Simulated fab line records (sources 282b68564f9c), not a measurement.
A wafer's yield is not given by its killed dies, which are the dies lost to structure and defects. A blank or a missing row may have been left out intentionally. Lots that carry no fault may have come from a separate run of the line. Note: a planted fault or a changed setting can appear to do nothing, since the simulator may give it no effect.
Split-lot experiment -- flow ritCmos -- on a route of 202 steps: 5 lots, 23 wafers read

## SPLIT DETAILS
At RIT_SPACER_ETCHBACK_05 (etches Si3N4 in SF6/CHF3, stops on SiO2, target depth 250 nm, time 240 s), the setting timeS was moved away from the recipe's 240 s on 9 of the 23 wafers read, by -13.7% to +11.6%. This setting was run at the recipe's value on the other wafers.

Reading taken at the split's own step.

## THE READING
Si3N4_of_SPACER_CVD_03.thkNm (the simulator's own value, which no gauge read), in nm, at RIT_SPACER_ETCHBACK_05 (etches Si3N4 in SF6/CHF3, stops on SiO2, target depth 250 nm, time 240 s). There is no usual value for it anywhere in the file. Here, 14 wafers ran the recipe; their average is 192.6 nm with a standard deviation of 2.1 nm.

wafer,"tool, chamber at the split","timeS as run, s",against the recipe,"Si3N4_of_SPACER_CVD_03.thkNm, nm",against lot-mates on the recipe
L078.2,"rieDiel-04, 1",240,recipe,193.1,-
L078.4,"rieDiel-04, 0",240,recipe,193.2,-
L078.5,"rieDiel-04, 2",240,recipe,193.7,-
L079.2,"rieDiel-04, 3",240,recipe,194.1,-
L079.3,"rieDiel-04, 2",240,recipe,194.9,-
L079.4,"rieDiel-04, 0",267.9,+11.6%,189.9,-5.2
L079.5,"rieDiel-04, 2",267.9,+11.6%,188.8,-6.3
L079.6,"rieDiel-04, 1",240,recipe,196.4,-
L080.1,"rieDiel-04, 2",240,recipe,189,-
L080.3,"rieDiel-04, 1",218.2,-9.1%,193.8,+3.5
L080.4,"rieDiel-04, 0",240,recipe,192.3,-
L080.5,"rieDiel-04, 3",218.2,-9.1%,195.4,+5.1
L080.6,"rieDiel-04, 0",240,recipe,189.5,-
L081.1,"rieDiel-03, 0",207,-13.7%,201.6,+8.2
L081.2,"rieDiel-03, 3",240,recipe,193.1,-
L081.3,"rieDiel-03, 1",207,-13.7%,200.9,+7.5
L081.4,"rieDiel-03, 2",240,recipe,193.9,-
L081.5,"rieDiel-03, 1",240,recipe,193.1,-
L083.1,"rieDiel-01, 3",257.5,+7.3%,184.9,-4.9
L083.3,"rieDiel-01, 2",257.5,+7.3%,186.4,-3.4
L083.4,"rieDiel-01, 2",240,recipe,189.7,-
L083.5,"rieDiel-01, 3",257.5,+7.3%,186.3,-3.5
L083.6,"rieDiel-01, 0",240,recipe,190,-

THE FIT
A straight line over all 23 wafers: Si3N4_of_SPACER_CVD_03.thkNm changes by -0.511 nm for each +1% of timeS; r = -0.82; the points scatter about the line by 2.5 nm.
The same after taking each lot's own level away (the mean of its wafers on the recipe; 23 wafers): -0.531 nm for each +1%; r = -0.97; scatter 0.84 nm.
Per that fit: largest timeS move, reading shift of 7.3 nm.
Across the lots, their own levels run from 189.85 to 195.13 nm, a range of 2.5 times the standard deviation given above.
So the lot-to-lot level changes the slope little: the two slopes agree.
Check: for one of the wafers moved furthest among these (-13.7%), held out of the fit, the line's prediction against its lot-mates is +7.06 nm. Against them it came out at +8.23 nm.

## OTHER SPLITS APPLIED TO THESE WAFERS
Before the reading, these wafers also passed through other splits. Each is held against what the fit with the lots' levels taken away leaves over:
other split on the same wafers,wafers away from the commonest value,r with Si3N4_of_SPACER_CVD_03.thkNm (lot level and that fit taken away)
RIT_NLDD_IMPLANT_08 energyKev,11,+0.14
RIT_PLDD_HARDBAKE_07 tempC,8,-0.19

## THE WHOLE CHAIN: every reading that the file lists as answering this split, in the file's order
step,what it does,reading,change (the file's fit),r (the file's)
RIT_SPACER_ETCHBACK_05,"etches Si3N4 in SF6/CHF3, stops on SiO2, target depth 250 nm, time 240 s","poly-Si_of_GATE_CVD_08.thkNm (the simulator's own value, which no gauge read)",-0.636 nm for each +1% of the setting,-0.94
RIT_SPACER_ETCHBACK_05,"etches Si3N4 in SF6/CHF3, stops on SiO2, target depth 250 nm, time 240 s","Si3N4_of_SPACER_CVD_03.thkNm (the simulator's own value, which no gauge read)",-0.532 nm for each +1% of the setting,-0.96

## FILE'S OWN FIT
Si3N4_of_SPACER_CVD_03.thkNm changes by -0.532 nm for each +1% of timeS, r = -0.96.
